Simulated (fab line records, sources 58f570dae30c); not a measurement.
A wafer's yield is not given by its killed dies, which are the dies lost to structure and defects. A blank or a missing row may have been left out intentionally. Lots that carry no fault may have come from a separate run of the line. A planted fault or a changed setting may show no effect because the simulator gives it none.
Chamber matching | flow berkeley cmos170 | rie diel-02 running UCB170_GATE_ETCH_14: 4 sister chambers
The step etches BARC in N2/H2. 16 wafers are shown with their chamber, then 8 later ones without.

## WAFERS PAIRED WITH THEIR CHAMBERS
wafer  | chamber | drypump motor current A (A) | throttle valve pct (%) | oes product au (a.u.)
L740.1 | 3       | 4.9                         | 13.27                  | 0.990
L740.4 | 0       | 5.8                         | 13.32                  | 0.987
L740.6 | 3       | 4.9                         | 13.26                  | 0.988
L741.2 | 0       | 5.8                         | 13.33                  | 0.989
L741.4 | 2       | 6.2                         | 13.45                  | 1.031
L741.6 | 3       | 4.9                         | 13.28                  | 0.973
L745.1 | 3       | 4.9                         | 13.28                  | 0.978
L745.4 | 0       | 5.8                         | 13.33                  | 0.980
L745.6 | 3       | 4.9                         | 13.26                  | 0.978
L754.2 | 2       | 6.2                         | 13.48                  | 1.011
L754.4 | 1       | 5.0                         | 13.55                  | 0.992
L754.5 | 3       | 4.9                         | 13.28                  | 0.973
L755.1 | 2       | 6.2                         | 13.45                  | 1.026
L755.3 | 0       | 5.7                         | 13.34                  | 0.990
L755.5 | 1       | 5.0                         | 13.55                  | 0.995
L760.1 | 2       | 6.2                         | 13.46                  | 1.027

SIGNATURES (means of the wafers above)
reading                 | chamber 0 | chamber 1 | chamber 2 | chamber 3 | scatter within a chamber
drypump motor current A | 5.775     | 5.000     | 6.200     | 4.900     | 0.025
throttle valve pct      | 13.3300   | 13.5500   | 13.4600   | 13.2717   | 0.0103
oes product au          | 0.98650   | 0.99350   | 1.02375   | 0.98000   | 0.00687
Rule: for a wafer and a chamber, the distance is found by dividing, reading by reading, the gap between the wafer's reading and the chamber's mean by the reading's scatter, squaring, summing and taking the root. The wafer belongs to the nearest chamber; if the next one is less than 2 further off, it can't be placed. The scatter is the square root of a quotient: the sum, over the shown wafers, of each reading's squared deviation from its chamber's mean, divided by wafers minus chambers.

## WAFERS WITH NO CHAMBER GIVEN
wafer  | drypump motor current A (A) | throttle valve pct (%) | oes product au (a.u.)
L760.3 | 4.9                         | 13.26                  | 0.989
L760.4 | 5.0                         | 13.55                  | 1.007
L759.2 | 6.2                         | 13.45                  | 1.025
L759.5 | 6.2                         | 13.46                  | 1.030
L759.6 | 4.9                         | 13.28                  | 0.986
L761.2 | 5.8                         | 13.33                  | 0.982
L761.3 | 5.0                         | 13.55                  | 0.986
L761.6 | 5.8                         | 13.33                  | 0.980

## CHAMBER TAKEN BY EACH
wafer  | from the rows above | in truth
L760.3 | 3                   | 3
L760.4 | 1                   | 1
L759.2 | 2                   | 2
L759.5 | 2                   | 2
L759.6 | 3                   | 3
L761.2 | 0                   | 0
L761.3 | 1                   | 1
L761.6 | 0                   | 0
Placed correctly: 8 of 8. From these rows, 0 cannot be placed. Wrongly placed: 0.
